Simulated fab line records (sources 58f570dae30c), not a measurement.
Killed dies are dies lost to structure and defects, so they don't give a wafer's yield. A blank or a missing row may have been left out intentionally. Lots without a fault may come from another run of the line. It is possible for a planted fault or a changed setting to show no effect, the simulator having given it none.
A sampling plan put to the test ; flow berkeley_cmos170 ; one line in one fab, 15 faults in these records, each fault weighed on the records of the lots it struck
The plan consists of the line's own looks: route steps at which the wafer is read by a gauge or an inspection but not changed. A look can be judged if struck wafers have a number there and the file gives its usual mean and standard deviation on fault-free wafers. Caught: a look later than the fault's first step finds the struck wafers' mean 4 or more of those standard deviations (sigma) from the usual mean. On the tool: the test repeated on the tool's own readings taken at the fault's steps. Caught also covers a different recipe on the struck wafers, or a record left blank for those wafers only.

THE FAULTS, as the simulator had put them in
1. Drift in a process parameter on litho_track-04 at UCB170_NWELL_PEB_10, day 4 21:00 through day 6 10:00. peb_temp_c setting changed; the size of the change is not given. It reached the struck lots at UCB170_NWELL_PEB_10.
2. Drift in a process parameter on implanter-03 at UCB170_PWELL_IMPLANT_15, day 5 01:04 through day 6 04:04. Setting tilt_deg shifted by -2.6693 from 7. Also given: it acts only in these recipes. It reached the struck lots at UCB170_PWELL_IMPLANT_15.
3. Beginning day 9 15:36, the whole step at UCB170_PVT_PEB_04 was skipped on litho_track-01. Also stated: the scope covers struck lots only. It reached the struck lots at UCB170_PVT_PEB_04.
4. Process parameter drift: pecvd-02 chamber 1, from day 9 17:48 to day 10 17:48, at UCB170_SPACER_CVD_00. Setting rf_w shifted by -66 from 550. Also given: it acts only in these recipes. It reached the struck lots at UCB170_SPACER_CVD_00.
5. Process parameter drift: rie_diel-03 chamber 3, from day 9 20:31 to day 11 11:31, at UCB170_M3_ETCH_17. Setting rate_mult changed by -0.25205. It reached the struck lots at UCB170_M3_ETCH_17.
6. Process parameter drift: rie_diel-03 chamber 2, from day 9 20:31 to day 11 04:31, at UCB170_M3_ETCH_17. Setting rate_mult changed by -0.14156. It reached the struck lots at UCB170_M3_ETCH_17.
7. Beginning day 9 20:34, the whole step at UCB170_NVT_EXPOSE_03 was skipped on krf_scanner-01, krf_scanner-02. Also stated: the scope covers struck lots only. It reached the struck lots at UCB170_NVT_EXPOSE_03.
8. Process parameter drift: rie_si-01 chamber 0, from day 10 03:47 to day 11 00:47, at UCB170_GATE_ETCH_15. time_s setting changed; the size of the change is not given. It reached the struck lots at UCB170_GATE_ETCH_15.
9. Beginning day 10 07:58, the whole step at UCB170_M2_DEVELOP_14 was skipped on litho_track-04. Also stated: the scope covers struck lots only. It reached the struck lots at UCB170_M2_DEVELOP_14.
10. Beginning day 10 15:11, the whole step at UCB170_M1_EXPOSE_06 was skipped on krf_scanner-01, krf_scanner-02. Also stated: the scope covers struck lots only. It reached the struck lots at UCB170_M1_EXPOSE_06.
11. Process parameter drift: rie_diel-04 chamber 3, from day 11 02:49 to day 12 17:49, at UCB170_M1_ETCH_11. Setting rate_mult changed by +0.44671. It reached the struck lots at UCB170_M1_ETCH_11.
12. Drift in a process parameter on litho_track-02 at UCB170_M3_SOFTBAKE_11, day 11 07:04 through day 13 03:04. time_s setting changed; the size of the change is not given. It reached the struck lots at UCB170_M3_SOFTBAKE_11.
13. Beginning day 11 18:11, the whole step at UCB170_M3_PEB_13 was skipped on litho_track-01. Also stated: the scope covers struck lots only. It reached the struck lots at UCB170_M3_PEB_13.
14. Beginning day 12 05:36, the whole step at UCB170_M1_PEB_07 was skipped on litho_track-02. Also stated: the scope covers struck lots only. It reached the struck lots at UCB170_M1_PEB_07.
15. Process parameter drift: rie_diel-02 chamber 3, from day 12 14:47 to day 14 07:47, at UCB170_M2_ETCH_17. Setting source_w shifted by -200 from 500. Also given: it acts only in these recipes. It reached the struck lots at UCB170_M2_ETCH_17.

WHAT THE PLAN SAW
fault;on the tool itself;first look that catches it;reading, sigma;median hours from its first step to that look;hours from the fault's start to the first struck lot there;judged looks passed uncaught
1;heater_power_total_W -13 sigma;no look after it can be judged;-;-;-;0
2;tilt_deg -99 or beyond sigma;no look after it can be judged;-;-;-;0
3;the tool's record is blank for the struck wafers;no look after it can be judged;-;-;-;0
4;rf_fwd_power_W -26 sigma;no look after it can be judged;-;-;-;0
5;oes_product_au -8.5 sigma;no look after it can be judged;-;-;-;0
6;oes_product_au -6.0 sigma;no look after it can be judged;-;-;-;0
7;no reading that can be judged;no look after it can be judged;-;-;-;0
8;run_length_s +9.9 sigma;not the one look that can be judged after it;-;-;-;1
9;the tool's record is blank for the struck wafers;no look after it can be judged;-;-;-;0
10;no reading that can be judged;no look after it can be judged;-;-;-;0
11;oes_product_au +13 sigma;no look after it can be judged;-;-;-;0
12;run_length_s +21 sigma;no look after it can be judged;-;-;-;0
13;the tool's record is blank for the struck wafers;no look after it can be judged;-;-;-;0
14;the tool's record is blank for the struck wafers;no look after it can be judged;-;-;-;0
15;rf_fwd_power_W -94 sigma;no look after it can be judged;-;-;-;0
A dash: the fault isn't caught, or these records don't give the number.

Caught at a look: 0 of 15. Caught on the tool: 13 of 15. By one or the other: 13 of 15.
Faults caught by the tool alone: 1, 2, 3, 4, 5, 6, 8, 9, 11, 12, 13, 14, 15.
Caught by neither: faults 7, 10.
